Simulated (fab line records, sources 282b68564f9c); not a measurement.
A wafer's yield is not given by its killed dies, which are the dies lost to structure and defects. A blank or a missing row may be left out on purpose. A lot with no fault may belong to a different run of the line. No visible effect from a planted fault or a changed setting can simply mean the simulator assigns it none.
fab line records    flow ritCmos
[record] lots = 14  wafers = 42  lastDay = 8
route steps=202 shown ACTIVE@15 FOX2@24 NWELL@51 NSD@140 PSD@152 M1@202
lots that met no fault: from a run of the same line without faults
startH: hours from the record's first day to the start of the lot's first wafer shown    waitH: how many hours have passed since the lot's step before this one    " as in the row above    L1.1+2: one row covering several wafers at once    - value missing, or start not given    * or withheld: withheld    < > ~ a bound
route shown NAME@n: NAME is a module with steps in the file, n the number in the route of the first one    usual: the fault-free wafers' mean and standard deviation    same: alike in all rows    chamber/n: place in a boat    sites: the reading at each site    _std_site: standard deviation of those values    _edge_site: outer sites' mean less inner sites'    radiusMm: for every site, how far away it sits from the centre of the wafer    mask NAME#n: copy n    behind: tool/chamber where the wafer was last shaped    hold: why the lot was held/for how many hours/how that ended    device: the n, p or np transistor that did not switch    end of line: tests of these same wafers at the route's end    for a step that has no rows: nothing shown but its recipe    killed: at the first sort, the dies lost to defects and structure; wafer yield is something else    map: a wafer's dies, x killed, . not, _ none there
set.NAME: the setting that was run; set.NAME@STEP: the one run at that earlier step    model.NAME: the simulator's own value behind a step, which no gauge read
route steps across a sampled set of lots; one table per step, one row per wafer
services: the hour from which a tool's chamber was out of use, counted from the record's first day as startH (under 0 if before that day), plus the number of hours and why
[[steps]]
[step RIT_ACTIVE_STRIP_14]
[recipe] chemistry = O2  timeS = 180  resist = NOVOLAK  platenTempC = withheld  powerW = 500  pressureMtorr = 4000  o2FlowSccm = 4000
[usual] chamberPressureMTorr = 4000/3.9  drypumpMotorCurrentA = 5.89/0.22
lot.wafer  tool            chamber  startH  waitH  chamberPressureMTorr  drypumpMotorCurrentA  rfHoursCounterH
L426.1     plasmaAsher-01  0        15.34   0.1    4000                  5.73                  36
L426.5     "               1        "       "      4006                  6.45                  -
L426.6     "               0        "       "      3998                  5.72                  -
L427.4     plasmaAsher-02  1        21.42   0.1    3996                  5.92                  -
L427.5     "               1        "       "      4000                  5.92                  -
L427.6     "               0        "       "      3995                  5.79                  -
L431.1     plasmaAsher-02  0        40.72   0.1    3989                  5.74                  42
L431.3     "               0        "       "      4006                  5.74                  -
L431.4     "               1        "       "      4002                  5.88                  -
L434.2     plasmaAsher-03  1        56.69   0.1    4004                  5.77                  41
L434.3     "               1        "       "      4000                  5.76                  -
L434.6     "               1        "       "      4000                  5.79                  -
L435.2     plasmaAsher-02  0        63.67   0.1    4002                  5.76                  44
L435.4     "               0        "       "      4001                  5.78                  -
L435.5     "               1        "       "      4001                  5.91                  -
L438.1     plasmaAsher-03  0        78.99   0.1    4002                  5.84                  43
L438.2     "               1        "       "      3999                  5.74                  43
L438.5     "               0        "       "      4002                  5.83                  -
L440.1     plasmaAsher-02  0        84.90   0.1    4003                  5.76                  45
L440.4     "               0        "       "      3995                  5.76                  -
L440.6     "               0        "       "      4008                  5.77                  -
L441.4     plasmaAsher-01  1        91.11   0.1    4006                  6.44                  -
L441.5     "               0        "       "      4004                  5.71                  -
L441.6     "               1        "       "      3989                  6.43                  -
L444.1     plasmaAsher-03  0        106.00  0.1    3993                  5.84                  47
L444.2     "               1        "       "      4000                  5.76                  47
L444.6     "               1        "       "      4003                  5.78                  -
L445.1     plasmaAsher-02  0        110.86  0.1    4003                  5.77                  48
L445.2     "               1        "       "      4000                  5.89                  48
L445.3     "               0        "       "      4002                  5.79                  -
L446.1     plasmaAsher-02  0        115.22  0.1    3999                  5.76                  50
L446.3     "               1        "       "      4002                  5.96                  -
L446.6     "               0        "       "      4002                  5.77                  -
L447.3     plasmaAsher-02  1        121.19  0.1    4003                  5.95                  -
L447.5     "               0        "       "      4002                  5.75                  -
L447.6     "               1        "       "      4002                  5.91                  -
L448.1     plasmaAsher-02  0        127.80  0.1    4006                  5.74                  51
L448.2     "               1        "       "      4005                  5.90                  51
L448.4     "               0        "       "      4000                  5.74                  -
L449.1     plasmaAsher-02  1        130.91  0.1    4003                  5.92                  52
L449.2     "               0        "       "      3995                  5.75                  52
L449.3     "               1        "       "      4003                  5.90                  -
[step RIT_FOX2_THK_MEAS_01]
[recipe] reads = SiO2_of_FOX2_OXIDATION_00
[usual] FOX2_OXIDE_THK = 352/8.9
lot.wafer  tool          chamber  startH  waitH  FOX2_OXIDE_THK[nm]
L426.1     filmMetro-04  -        21.14   0.0    347
L426.5     "             -        "       "      340
L426.6     "             -        "       "      337
L427.4     filmMetro-02  -        26.35   0.0    359
L427.5     "             -        "       "      364
L427.6     "             -        "       "      363
L431.1     filmMetro-04  -        47.11   0.0    349
L431.3     "             -        "       "      351
L431.4     "             -        "       "      348
L434.2     filmMetro-04  -        65.70   0.0    347
L434.3     "             -        "       "      344
L434.6     "             -        "       "      350
L435.2     filmMetro-02  -        70.89   0.0    356
L435.4     "             -        "       "      359
L435.5     "             -        "       "      364
L438.1     filmMetro-01  -        84.50   0.0    362
L438.2     "             -        "       "      353
L438.5     "             -        "       "      359
L440.1     filmMetro-02  -        92.26   0.0    346
L440.4     "             -        "       "      347
L440.6     "             -        "       "      343
L441.4     filmMetro-04  -        96.86   0.0    345
L441.5     "             -        "       "      346
L441.6     "             -        "       "      344
L444.1     filmMetro-01  -        110.65  0.0    355
L444.2     "             -        "       "      344
L444.6     "             -        "       "      345
L445.1     filmMetro-02  -        115.22  0.0    353
L445.2     "             -        "       "      350
L445.3     "             -        "       "      356
L446.1     filmMetro-01  -        122.05  0.0    366
L446.3     "             -        "       "      363
L446.6     "             -        "       "      370
L447.3     filmMetro-04  -        126.88  0.0    366
L447.5     "             -        "       "      367
L447.6     "             -        "       "      368
L448.1     filmMetro-01  -        131.31  0.0    358
L448.2     "             -        "       "      354
L448.4     "             -        "       "      356
L449.1     filmMetro-04  -        136.06  0.0    363
L449.2     "             -        "       "      367
L449.3     "             -        "       "      371
[step RIT_WELLDRIVE_RS_MEAS_01]
[recipe] thkMeasGauge = four-point-probe
[usual] NWELL_RS = 273.1/0.89
lot.wafer  tool          chamber  startH  waitH  NWELL_RS[ohm/sq]
L426.1     filmMetro-02  -        31.99   0.0    274.4
L426.5     "             -        "       "      272.9
L426.6     "             -        "       "      273.2
L427.4     filmMetro-02  -        37.42   0.1    272.7
L427.5     "             -        "       "      272.9
L427.6     "             -        "       "      272.0
L431.1     filmMetro-02  -        58.70   0.0    273.6
L431.3     "             -        "       "      273.6
L431.4     "             -        "       "      273.6
L434.2     filmMetro-02  -        76.58   0.0    273.9
L434.3     "             -        "       "      274.3
L434.6     "             -        "       "      273.3
L435.2     filmMetro-01  -        81.91   0.0    273.2
L435.4     "             -        "       "      272.5
L435.5     "             -        "       "      273.5
L438.1     filmMetro-03  -        94.49   0.0    272.9
L438.2     "             -        "       "      274.0
L438.5     "             -        "       "      273.5
L440.1     filmMetro-03  -        102.69  0.0    271.6
L440.4     "             -        "       "      271.2
L440.6     "             -        "       "      271.6
L441.4     filmMetro-03  -        107.84  0.1    273.5
L441.5     "             -        "       "      273.4
L441.6     "             -        "       "      273.4
L444.1     filmMetro-01  -        120.55  0.0    271.9
L444.2     "             -        "       "      272.7
L444.6     "             -        "       "      271.6
L445.1     filmMetro-01  -        126.07  0.0    273.1
L445.2     "             -        "       "      272.7
L445.3     "             -        "       "      273.1
L446.1     filmMetro-02  -        131.40  0.0    272.2
L446.3     "             -        "       "      272.1
L446.6     "             -        "       "      272.5
L447.3     filmMetro-02  -        136.78  0.0    272.3
L447.5     "             -        "       "      273.3
L447.6     "             -        "       "      273.1
L448.1     filmMetro-02  -        142.14  0.0    275.7
L448.2     "             -        "       "      274.6
L448.4     "             -        "       "      274.8
L449.1     filmMetro-03  -        147.14  0.0    273.6
L449.2     "             -        "       "      274.3
L449.3     "             -        "       "      273.7
[step RIT_NSD_STRIP_09]
[recipe] chemistry = O2  timeS = 180  resist = NOVOLAK  platenTempC = withheld  powerW = 500  pressureMtorr = 4000  o2FlowSccm = 4000
[usual] chamberPressureMTorr = 4000/3.9  drypumpMotorCurrentA = 5.92/0.24
lot.wafer  tool            chamber  startH  waitH  chamberPressureMTorr  drypumpMotorCurrentA  rfHoursCounterH
L426.1     plasmaAsher-02  1        54.73   0.1    4001                  5.91                  44
L426.5     "               1        "       "      4001                  5.92                  -
L426.6     "               0        "       "      3999                  5.76                  -
L427.4     plasmaAsher-01  0        66.52   0.1    4001                  5.74                  -
L427.5     "               0        "       "      4001                  5.75                  -
L427.6     "               1        "       "      4000                  6.44                  -
L431.1     plasmaAsher-01  1        85.68   0.1    4003                  6.40                  45
L431.3     "               1        "       "      3999                  6.48                  -
L431.4     "               0        "       "      4004                  5.74                  -
L434.2     plasmaAsher-01  0        99.34   0.1    -                     -                     -
L434.3     "               1        "       "      -                     -                     -
L434.6     "               0        "       "      -                     -                     -
L435.2     plasmaAsher-02  0        105.23  0.1    -                     -                     -
L435.4     "               0        "       "      -                     -                     -
L435.5     "               0        "       "      -                     -                     -
L438.1     plasmaAsher-02  1        117.29  0.1    3999                  5.89                  50
L438.2     "               0        "       "      4003                  5.75                  50
L438.5     "               0        "       "      4000                  5.78                  -
L440.1     plasmaAsher-01  0        123.14  0.1    3999                  5.75                  1
L440.4     "               1        "       "      3997                  6.41                  -
L440.6     "               1        "       "      3997                  6.43                  -
L441.4     plasmaAsher-01  1        131.27  0.1    3997                  6.46                  -
L441.5     "               0        "       "      4005                  5.72                  -
L441.6     "               1        "       "      3998                  6.47                  -
L444.1     plasmaAsher-03  1        141.97  0.1    4002                  5.77                  50
L444.2     "               0        "       "      4002                  5.86                  50
L444.6     "               1        "       "      4000                  5.80                  -
L445.1     plasmaAsher-02  1        146.26  0.1    4003                  5.95                  54
L445.2     "               0        "       "      3997                  5.77                  54
L445.3     "               1        "       "      4000                  5.92                  -
L446.1     plasmaAsher-03  0        153.92  0.1    3994                  5.83                  51
L446.3     "               0        "       "      4003                  5.85                  -
L446.6     "               1        "       "      4003                  5.78                  -
L447.3     plasmaAsher-01  0        162.02  0.1    3998                  5.74                  -
L447.5     "               0        "       "      3993                  5.75                  -
L447.6     "               1        "       "      4000                  6.45                  -
L448.1     plasmaAsher-01  1        171.17  0.1    3994                  6.46                  5
L448.2     "               0        "       "      3997                  5.75                  5
L448.4     "               1        "       "      4004                  6.42                  -
L449.1     plasmaAsher-02  0        172.24  0.1    3996                  5.77                  56
L449.2     "               1        "       "      3999                  5.91                  56
L449.3     "               0        "       "      4006                  5.74                  -
[step RIT_PSD_TW_MEAS_10]
[usual] PSD_TW = 3404/19
lot.wafer  tool          chamber  startH  waitH  hold                     PSD_TW
L426.1     filmMetro-03  -        56.46   0.1    -                        3403
L426.5     "             -        "       "      -                        3404
L426.6     "             -        "       "      -                        3414
L427.4     filmMetro-01  -        68.27   0.1    -                        3407
L427.5     "             -        "       "      -                        3420
L427.6     "             -        "       "      -                        3420
L431.1     filmMetro-03  -        87.54   0.1    -                        3415
L431.3     "             -        "       "      -                        3411
L431.4     "             -        "       "      -                        3409
L434.2     filmMetro-01  -        101.43  0.1    awaitDispo/0.2h/release  30
L434.3     "             -        "       "      awaitDispo/0.2h/release  30
L434.6     "             -        "       "      awaitDispo/0.2h/release  30
L434.2     filmMetro-01  -        101.66  0.2    -                        30
L434.3     "             -        "       "      -                        30
L434.6     "             -        "       "      -                        30
L435.2     filmMetro-03  -        107.17  0.1    awaitDispo/0.2h/release  30
L435.4     "             -        "       "      awaitDispo/0.2h/release  30
L435.5     "             -        "       "      awaitDispo/0.2h/release  30
L435.2     filmMetro-03  -        107.40  0.2    -                        30
L435.4     "             -        "       "      -                        30
L435.5     "             -        "       "      -                        30
L438.1     filmMetro-04  -        119.13  0.1    -                        3407
L438.2     "             -        "       "      -                        3384
L438.5     "             -        "       "      -                        3391
L440.1     filmMetro-04  -        124.80  0.1    -                        3413
L440.4     "             -        "       "      -                        3386
L440.6     "             -        "       "      -                        3397
L441.4     filmMetro-04  -        132.84  0.1    -                        3403
L441.5     "             -        "       "      -                        3393
L441.6     "             -        "       "      -                        3401
L444.1     filmMetro-03  -        143.56  0.1    -                        3388
L444.2     "             -        "       "      -                        3388
L444.6     "             -        "       "      -                        3375
L445.1     filmMetro-03  -        147.85  0.1    -                        3411
L445.2     "             -        "       "      -                        3438
L445.3     "             -        "       "      -                        3416
L446.1     filmMetro-01  -        155.52  0.1    -                        3407
L446.3     "             -        "       "      -                        3418
L446.6     "             -        "       "      -                        3399
L447.3     filmMetro-01  -        163.58  0.1    -                        3421
L447.5     "             -        "       "      -                        3391
L447.6     "             -        "       "      -                        3412
L448.1     filmMetro-03  -        172.90  0.1    -                        3432
L448.2     "             -        "       "      -                        3410
L448.4     "             -        "       "      -                        3414
L449.1     filmMetro-03  -        173.96  0.1    -                        3427
L449.2     "             -        "       "      -                        3422
L449.3     "             -        "       "      -                        3412
[step RIT_M1_PROBE_99]
[usual] defectLimitedYield = 97.1/1.1  killedAtContacts = 0.0/0.16  killedAtFrontEnd = 7.5/2.8  killedDies = 7.6/2.9  killedOpen = 3.7/2  killedShort = 3.8/2  sort_bin_3_pad_short = 0.1/0.25  sort_bin_5_function = 1.6/0.85  sort_bin_6_memory = 1.1/0.62  sortNPass = 256.4/2.9  sortYieldPct = 97.1/1.1
[same] grossDies = 264  killed_at_M0_to_M3 = 0  killed_at_M4_up = 0  killedAtBackSide = 0  killedAtOther = 0
lot.wafer  tool       chamber  startH  waitH  defectLimitedYield[%]  killedAtContacts  killedAtFrontEnd  killedDies  killedOpen  killedShort  sort_bin_3_pad_short[%]  sort_bin_5_function[%]  sort_bin_6_memory[%]  sortNPass  sortYieldPct[%]
L426.1     prober-01  -        64.49   0.1    96.2                   0                 10                10          5           5            0                        2.7                     1.1                   254.0      96.2
L426.5     prober-01  -        64.69   0.2    97.0                   0                 8                 8           6           2            0                        1.9                     1.1                   256.0      97.0
L426.6     prober-01  -        64.74   0.2    98.9                   0                 3                 3           1           2            0                        1.1                     0                     261.0      98.9
L427.4     prober-02  -        76.55   0.2    96.6                   0                 9                 9           3           6            1.1                      1.5                     0.8                   255.0      96.6
L427.5     prober-02  -        76.60   0.2    95.8                   0                 11                11          5           6            0.8                      1.9                     1.5                   253.0      95.8
L427.6     prober-02  -        76.65   0.2    97.0                   0                 8                 8           6           2            0                        2.7                     0.4                   256.0      97.0
L431.1     prober-02  -        95.60   0.1    95.5                   0                 12                12          7           5            0                        3.0                     1.5                   252.0      95.5
L431.3     prober-02  -        95.70   0.2    98.5                   0                 4                 4           2           2            0                        1.1                     0.4                   260.0      98.5
L431.4     prober-02  -        95.75   0.2    99.2                   0                 2                 2           0           2            0.4                      0                       0.4                   262.0      99.2
L438.1     prober-02  -        127.09  0.1    96.2                   0                 10                10          7           3            0                        2.3                     1.5                   254.0      96.2
L438.2     prober-02  -        127.14  0.1    97.7                   0                 6                 6           1           5            0                        0.8                     1.5                   258.0      97.7
L438.5     prober-02  -        127.29  0.2    97.3                   0                 7                 7           4           3            0                        1.9                     0.8                   257.0      97.3
L440.1     prober-01  -        132.58  0.1    96.6                   0                 9                 9           5           4            0                        2.3                     1.1                   255.0      96.6
L440.4     prober-01  -        132.73  0.2    97.0                   0                 8                 8           4           4            0                        2.7                     0.4                   256.0      97.0
L440.6     prober-01  -        132.83  0.2    95.8                   0                 11                11          8           3            0                        2.3                     1.9                   253.0      95.8
L441.4     prober-01  -        141.29  0.2    98.5                   0                 4                 4           2           2            0                        1.5                     0                     260.0      98.5
L441.5     prober-01  -        141.34  0.2    98.1                   1                 4                 5           2           3            0                        1.1                     0.8                   259.0      98.1
L441.6     prober-01  -        141.39  0.2    97.7                   0                 6                 6           5           1            0                        1.1                     1.1                   258.0      97.7
L444.1     prober-02  -        151.46  0.1    97.3                   0                 7                 7           3           3            0.4                      0.8                     1.5                   257.0      97.3
L444.2     prober-02  -        151.51  0.1    95.8                   0                 11                11          4           7            0.4                      2.3                     1.5                   253.0      95.8
L444.6     prober-02  -        151.71  0.2    98.1                   0                 5                 5           3           2            0                        1.5                     0.4                   259.0      98.1
L445.1     prober-01  -        155.84  0.1    95.8                   0                 11                11          6           5            0.4                      1.5                     2.3                   253.0      95.8
L445.2     prober-01  -        155.89  0.1    97.0                   0                 8                 8           3           5            0.4                      1.9                     0.8                   256.0      97.0
L445.3     prober-01  -        155.94  0.2    97.7                   0                 6                 6           3           2            0                        0.8                     1.5                   258.0      97.7
L446.1     prober-02  -        163.24  0.1    97.0                   0                 8                 8           3           5            0                        2.3                     0.8                   256.0      97.0
L446.3     prober-02  -        163.34  0.2    98.5                   0                 4                 4           2           2            0                        0.8                     0.8                   260.0      98.5
L446.6     prober-02  -        163.49  0.2    95.5                   0                 12                12          4           8            0.4                      3.0                     1.1                   252.0      95.5
L447.3     prober-01  -        171.54  0.2    96.2                   0                 10                10          3           6            0.4                      2.3                     1.1                   254.0      96.2
L447.5     prober-01  -        171.64  0.2    99.2                   0                 2                 2           0           1            0                        0                       0.8                   262.0      99.2
L447.6     prober-01  -        171.69  0.2    94.7                   1                 13                14          8           6            0                        2.3                     3.0                   250.0      94.7
L448.1     prober-02  -        180.63  0.1    95.1                   0                 13                13          5           8            0.4                      2.7                     1.9                   251.0      95.1
L448.2     prober-02  -        180.68  0.1    96.6                   0                 9                 9           4           5            0                        1.1                     2.3                   255.0      96.6
L448.4     prober-02  -        180.78  0.2    97.7                   0                 6                 6           4           2            0                        0.8                     1.5                   258.0      97.7
L449.1     prober-01  -        182.13  0.1    97.0                   0                 8                 8           6           2            0                        2.3                     0.8                   256.0      97.0
L449.2     prober-01  -        182.18  0.1    96.6                   0                 9                 9           3           6            0.8                      0.8                     1.9                   255.0      96.6
L449.3     prober-01  -        182.23  0.2    94.7                   1                 13                14          5           9            0                        3.4                     1.9                   250.0      94.7
// killed by level:class
L426.1 REOX:geometricParticle:short=3 REOX:geometricParticle:open=2 SILICIDE:geometricParticle:short=2 GATE:geometricParticle:open=1 SPACER:geometricParticle:open=1 SILICIDE:geometricParticle:open=1
L426.5 GATE:geometricParticle:open=3 SILICIDE:geometricParticle:open=2 FOX2:geometricParticle:open=1 REOX:geometricParticle:short=1 SILICIDE:geometricParticle:short=1
L426.6 FOX1:geometricParticle:open=1 FOX2:geometricParticle:short=1 GATE:geometricParticle:short=1
L427.4 REOX:geometricParticle:short=2 ACTIVE:geometricParticle:short=1 FOX1:geometricParticle:open=1 FOX1:geometricParticle:short=1 FOX2:geometricParticle:short=1 GATE:geometricParticle:short=1 SPACER:geometricParticle:open=1 SILICIDE:geometricParticle:open=1
L427.5 FOX1:geometricParticle:open=2 FOX1:geometricParticle:short=2 GATE:geometricParticle:short=2 SPACER:geometricParticle:short=2 GATE:geometricParticle:open=1 SPACER:geometricParticle:open=1 SILICIDE:geometricParticle:open=1
L427.6 GATE:geometricParticle:short=2 GATE:geometricParticle:open=2 SPACER:geometricParticle:open=2 SILICIDE:geometricParticle:open=2
L431.1 GATE:geometricParticle:open=4 FOX2:geometricParticle:open=2 SILICIDE:geometricParticle:short=2 FOX1:geometricParticle:short=1 FOX1:geometricParticle:open=1 GATE:geometricParticle:short=1 SPACER:geometricParticle:short=1
L431.3 SPACER:geometricParticle:open=2 GATE:geometricParticle:short=1 REOX:geometricParticle:short=1
L431.4 FOX1:geometricParticle:short=1 GATE:geometricParticle:short=1
L438.1 GATE:geometricParticle:open=4 REOX:geometricParticle:open=2 GATE:geometricParticle:short=1 SPACER:geometricParticle:short=1 SPACER:geometricParticle:open=1 SILICIDE:geometricParticle:short=1
L438.2 FOX2:geometricParticle:short=2 GATE:geometricParticle:short=2 REOX:geometricParticle:open=1 SILICIDE:geometricParticle:short=1
L438.5 GATE:geometricParticle:open=2 GATE:geometricParticle:short=2 FOX1:geometricParticle:short=1 FOX2:geometricParticle:open=1 SILICIDE:geometricParticle:open=1
L440.1 GATE:geometricParticle:short=2 FOX1:geometricParticle:open=1 FOX2:geometricParticle:open=1 FOX2:geometricParticle:short=1 GATE:geometricParticle:open=1 REOX:geometricParticle:open=1 SPACER:geometricParticle:short=1 SILICIDE:geometricParticle:open=1
L440.4 GATE:geometricParticle:open=2 REOX:geometricParticle:open=2 FOX1:geometricParticle:short=1 GATE:geometricParticle:short=1 REOX:geometricParticle:short=1 SPACER:geometricParticle:short=1
L440.6 REOX:geometricParticle:open=4 SPACER:geometricParticle:open=3 REOX:geometricParticle:short=2 FOX1:geometricParticle:open=1 GATE:geometricParticle:short=1
L441.4 GATE:geometricParticle:open=1 GATE:geometricParticle:short=1 SPACER:geometricParticle:open=1 SPACER:geometricParticle:short=1
L441.5 REOX:geometricParticle:short=2 GATE:geometricParticle:short=1 GATE:geometricParticle:open=1 CONTACT:geometricParticle:open=1
L441.6 GATE:geometricParticle:open=3 FOX1:geometricParticle:open=1 FOX2:geometricParticle:open=1 GATE:geometricParticle:short=1
L444.1 SPACER:geometricParticle:short=1 FOX2:geometricParticle:open=1 GATE:geometricParticle:short=1 GATE:geometricParticle:open=1 REOX:geometricParticle:open=1 REOX:geometricParticle:short=1 PSD:coatMicrobubblePrinted=1
L444.2 REOX:geometricParticle:short=3 GATE:geometricParticle:short=2 REOX:geometricParticle:open=2 FOX1:geometricParticle:short=1 GATE:geometricParticle:open=1 SILICIDE:geometricParticle:open=1 SILICIDE:geometricParticle:short=1
L444.6 REOX:geometricParticle:short=2 GATE:geometricParticle:open=1 REOX:geometricParticle:open=1 SILICIDE:geometricParticle:open=1
L445.1 GATE:geometricParticle:short=3 FOX1:geometricParticle:open=2 GATE:geometricParticle:open=2 REOX:geometricParticle:open=1 REOX:geometricParticle:short=1 SPACER:geometricParticle:open=1 SPACER:geometricParticle:short=1
L445.2 GATE:geometricParticle:short=3 GATE:geometricParticle:open=2 REOX:geometricParticle:short=1 SPACER:geometricParticle:open=1 SILICIDE:geometricParticle:short=1
L445.3 GATE:geometricParticle:open=1 GATE:geometricParticle:short=1 REOX:geometricParticle:open=1 SPACER:geometricParticle:open=1 SILICIDE:geometricParticle:short=1 NSD:coatMicrobubblePrinted=1
L446.1 SPACER:geometricParticle:short=3 GATE:geometricParticle:short=2 FOX1:geometricParticle:open=1 GATE:geometricParticle:open=1 SILICIDE:geometricParticle:open=1
L446.3 FOX1:geometricParticle:open=1 FOX2:geometricParticle:open=1 GATE:geometricParticle:short=1 SPACER:geometricParticle:short=1
L446.6 GATE:geometricParticle:short=4 REOX:geometricParticle:open=2 SILICIDE:geometricParticle:short=2 FOX2:geometricParticle:open=1 GATE:geometricParticle:open=1 REOX:geometricParticle:short=1 SPACER:geometricParticle:short=1
L447.3 GATE:geometricParticle:short=4 ACTIVE:geometricParticle:open=1 FOX1:geometricParticle:short=1 GATE:geometricParticle:open=1 REOX:geometricParticle:short=1 SPACER:geometricParticle:open=1 NRETRO:coatMicrobubblePrinted=1
L447.5 GATE:geometricParticle:short=1 NRETRO:coatMicrobubblePrinted=1
L447.6 GATE:geometricParticle:open=4 FOX2:geometricParticle:short=3 GATE:geometricParticle:short=2 SPACER:geometricParticle:open=2 FOX1:geometricParticle:open=1 SPACER:geometricParticle:short=1 CONTACT:geometricParticle:open=1
L448.1 FOX1:geometricParticle:short=3 GATE:geometricParticle:short=3 GATE:geometricParticle:open=3 FOX2:geometricParticle:short=1 REOX:geometricParticle:open=1 REOX:geometricParticle:short=1 SPACER:geometricParticle:open=1
L448.2 GATE:geometricParticle:open=3 SPACER:geometricParticle:short=3 FOX1:geometricParticle:short=1 FOX1:geometricParticle:open=1 REOX:geometricParticle:short=1
L448.4 GATE:geometricParticle:open=3 GATE:geometricParticle:short=2 SILICIDE:geometricParticle:open=1
L449.1 GATE:geometricParticle:open=5 GATE:geometricParticle:short=1 REOX:geometricParticle:open=1 SILICIDE:geometricParticle:short=1
L449.2 REOX:geometricParticle:short=3 GATE:geometricParticle:open=2 FOX2:geometricParticle:short=1 GATE:geometricParticle:short=1 SPACER:geometricParticle:open=1 SPACER:geometricParticle:short=1
L449.3 GATE:geometricParticle:short=3 REOX:geometricParticle:short=2 SPACER:geometricParticle:open=2 FOX1:geometricParticle:short=1 FOX2:geometricParticle:short=1 GATE:geometricParticle:open=1 REOX:geometricParticle:open=1 SILICIDE:geometricParticle:short=1
[[services]]
tool            chamber  startH  hours  kind
plasmaAsher-02  -        9.08    2.8    pm
plasmaAsher-02  -        72.58   11.4   pm
plasmaAsher-01  -        108.75  9.0    pm
plasmaAsher-01  0        108.75  9.0    ventCycle
plasmaAsher-01  1        108.75  9.0    ventCycle
plasmaAsher-03  -        110.39  7.6    repair
plasmaAsher-01  0        117.75  -      clean
plasmaAsher-01  1        117.75  -      clean
plasmaAsher-03  -        162.43  1.9    repair
[[key]]
[firstSign] step = RIT_NSD_STRIP_09  reading = toolRecord  direction = missing
[effect] step = RIT_PSD_TW_MEAS_10  reading = visit  direction = added
[effect] step = RIT_PSD_TW_MEAS_10  reading = PSD_TW  direction = down  sigmas = 99+  usual = 3404  struck = 30
metAt RIT_NSD_STRIP_09
struckLots L434,L435
scrappedBehind RIT_PSD_TW_MEAS_10 L434.2,L434.3,L434.6,L435.2,L435.4,L435.5
notActingAt RIT_ACTIVE_STRIP_14,RIT_FOX2_THK_MEAS_01,RIT_WELLDRIVE_RS_MEAS_01
onsetBetween 85.68 99.34
[fault] kind = skippedStepWhole  tool = plasmaAsher-01,plasmaAsher-02  chamber = -  onsetH = 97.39  steps = RIT_NSD_STRIP_09  scope = struckLotsOnly
